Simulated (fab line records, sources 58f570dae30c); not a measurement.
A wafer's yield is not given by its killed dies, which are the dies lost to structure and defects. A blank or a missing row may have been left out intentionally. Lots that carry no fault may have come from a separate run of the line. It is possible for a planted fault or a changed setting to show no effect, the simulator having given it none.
2 desks looking at one fault :: flow berkeley cmos170 :: each desk has only its own numbers; what lay behind them comes last

## AT THE METROLOGY DESK
Lot by lot, what the gauges showed, no matter which tool ran the lot: averages of those sampled wafers that carry a number. A lot is out of limits, marked OUT, if its mean lies more than 4 standard deviations from the usual mean; the brackets give that distance.
Columns: A = V2_BOW at UCB170_V2_BOW_MEAS_03, usual 36 um
lot: L822
first seen here: day 8 17:56
A: 36

lot: L823
first seen here: day 8 19:32
A: 32

lot: L821
first seen here: day 8 21:11
A: 39

lot: L824
first seen here: day 8 21:33
A: 37

lot: L825
first seen here: day 11 04:02
A: 47

lot: L826
first seen here: day 11 05:23
A: 29

lot: L832
first seen here: day 11 05:41
A: 38

lot: L834
first seen here: day 12 03:14
A: 35

lot: L833
first seen here: day 12 05:39
A: 31

lot: L835
first seen here: day 12 05:46
A: 38

lot: L838
first seen here: day 12 21:48
A: 40

lot: L840
first seen here: day 13 07:24
A: 30

lot: L842
first seen here: day 13 10:30
A: 39

lot: L843
first seen here: day 13 13:59
A: 31
Result from this desk: across the 14 lots, nothing is out of limits.

## DESK OF THE TOOL OWNER: implanter-01
The tool's own readings at UCB170_PFIELD_IMPLANT_07, given as means over the sampled wafers that have a number, one for each lot that went through this tool. A lot is out of limits, marked OUT, if its mean lies more than 4 standard deviations from the usual mean; the brackets give that distance.
Columns: A = beam energy keV at UCB170_PFIELD_IMPLANT_07, usual 80.001; B = beam on s at UCB170_PFIELD_IMPLANT_07, usual 10.01 s
lot: L821
first seen here: day 5 01:00
A: 80.006
B: 9.81

lot: L824
first seen here: day 5 12:27
A: 80.017
B: 9.88

lot: L825
first seen here: day 6 19:44
A: 80.011
B: 9.95

lot: L832
first seen here: day 7 08:35
A: 74.891 (-99 or more) OUT
B: 10.02

lot: L834
first seen here: day 7 19:36
A: 74.849 (-99 or more) OUT
B: 10.33
This desk's verdict: out of limits on L832, L834, starting with L832 at day 7 08:35 (beam energy keV at UCB170_PFIELD_IMPLANT_07). L821, L824, L825 stayed within limits.

## ALL TOGETHER
The tool owner's desk had the chance to raise an alarm at day 7 08:35 on L832, L834.
Nothing out of limits was seen by the metrology desk.
The metrology desk holds a record of L832, L834, inside its limits.
On implanter-01, each named lot ran UCB170_PFIELD_IMPLANT_07.

## WHAT THE SIMULATOR HAD INSERTED
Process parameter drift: implanter-01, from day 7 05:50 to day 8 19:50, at UCB170_PFIELD_IMPLANT_07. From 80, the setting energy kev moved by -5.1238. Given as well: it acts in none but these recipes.
Lots struck among those shown: L832, L834.
Each desk's first reading out of limits, in hours after the fault started: the tool owner's desk, 3.
